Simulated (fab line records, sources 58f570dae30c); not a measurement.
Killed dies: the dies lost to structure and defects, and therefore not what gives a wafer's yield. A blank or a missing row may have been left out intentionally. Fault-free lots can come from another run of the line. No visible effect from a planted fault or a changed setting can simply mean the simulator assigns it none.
The same fault as seen by 2 desks	flow berkeley cmos170	what lay behind the numbers comes last; until then each desk has only its own

## AT THE METROLOGY DESK
What the gauges read for every lot (on any tool): the sampled wafers with a number, averaged. If a lot's mean is further than 4 standard deviations from the usual mean, the lot is out of limits and carries the mark OUT (the distance appears in the brackets).
Columns: A = PWELL_OVL at UCB170_PWELL_OVL_MEAS_13, usual 1 nm; B = PWELL_TW at UCB170_PWELL_TW_MEAS_17, usual 381; C = WELLDRIVE_OXIDE_THK at UCB170_WELLDRIVE_THK_MEAS_02, usual 204 nm
lot	first seen here	A	B	C
L345	day 3 17:05	-0	376	204
L354	day 5 11:43	-5	381	204
L358	day 5 21:52	-0	382	202
L360	day 6 17:06	-9	383	213
L363	day 7 01:17	9	383	211
L362	day 7 01:34	-2	382	207
L364	day 7 01:45	1	383	211
This desk found nothing out of limits on any of the 7 lots.

## THE TOOL OWNER'S DESK: furnace-04
Per lot that ran on this tool, the mean of the sampled wafers carrying a number, from the tool's own readings at UCB170_WELLDRIVE_ANNEAL_03 (time 900 s). If a lot's mean is further than 4 standard deviations from the usual mean, the lot is out of limits and carries the mark OUT (the distance appears in the brackets).
Columns: A = spike tc centre C at UCB170_WELLDRIVE_ANNEAL_03, usual 1102.2 C; B = spike tc load C at UCB170_WELLDRIVE_ANNEAL_03, usual 1127.1 C; C = spike tc source C at UCB170_WELLDRIVE_ANNEAL_03, usual 1124.4 C; D = tube center temp C at UCB170_WELLDRIVE_ANNEAL_03, usual 1100 C; E = tube_center_temp_C_max at UCB170_WELLDRIVE_ANNEAL_03, usual 1102.9; F = zone power source pct at UCB170_WELLDRIVE_ANNEAL_03, usual 47.7 %
lot	first seen here	A	B	C	D	E	F
L354	day 6 03:34	1102.9	1122.8	1125.2	1100	1103.3	47.9
L358	day 6 21:22	1102.7	1122.2	1125.9	1100	1103.2	48.2
L362	day 7 21:28	1041.3 (-51) OUT	1061.8 (-23) OUT	1065.3 (-31) OUT	1040 (-99 or more) OUT	1043.2 (-99 or more) OUT	41.8 (-5.4) OUT
L363	day 7 21:28	1042.6 (-50) OUT	1062.2 (-22) OUT	1065.3 (-31) OUT	1040 (-99 or more) OUT	1043.1 (-99 or more) OUT	41.7 (-5.5) OUT
L364	day 7 21:28	1043.5 (-49) OUT	1062.8 (-22) OUT	1066.0 (-31) OUT	1040 (-99 or more) OUT	1043.0 (-99 or more) OUT	42.2 (-5.0) OUT
This desk's verdict: out of limits on L362, L363, L364, starting with L362 at day 7 21:28 (spike tc centre C at UCB170_WELLDRIVE_ANNEAL_03). In limits: L354, L358.

## PUT TOGETHER
At day 7 21:28, on L362, L363, L364, the tool owner's desk was in a position to raise an alarm.
Nothing out of limits was seen by the metrology desk.
The metrology desk holds a record of L362, L363, L364, inside its limits.
All the named lots went through UCB170_WELLDRIVE_ANNEAL_03 on furnace-04.

## WHAT HAD BEEN PUT IN BY THE SIMULATOR
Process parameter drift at UCB170_WELLDRIVE_ANNEAL_03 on furnace-04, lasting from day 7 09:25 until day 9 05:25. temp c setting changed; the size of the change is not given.
Struck lots among those shown: L362, L363, L364.
Delay in hours, fault start to first out-of-limits reading, by desk: the tool owner's desk at 12.
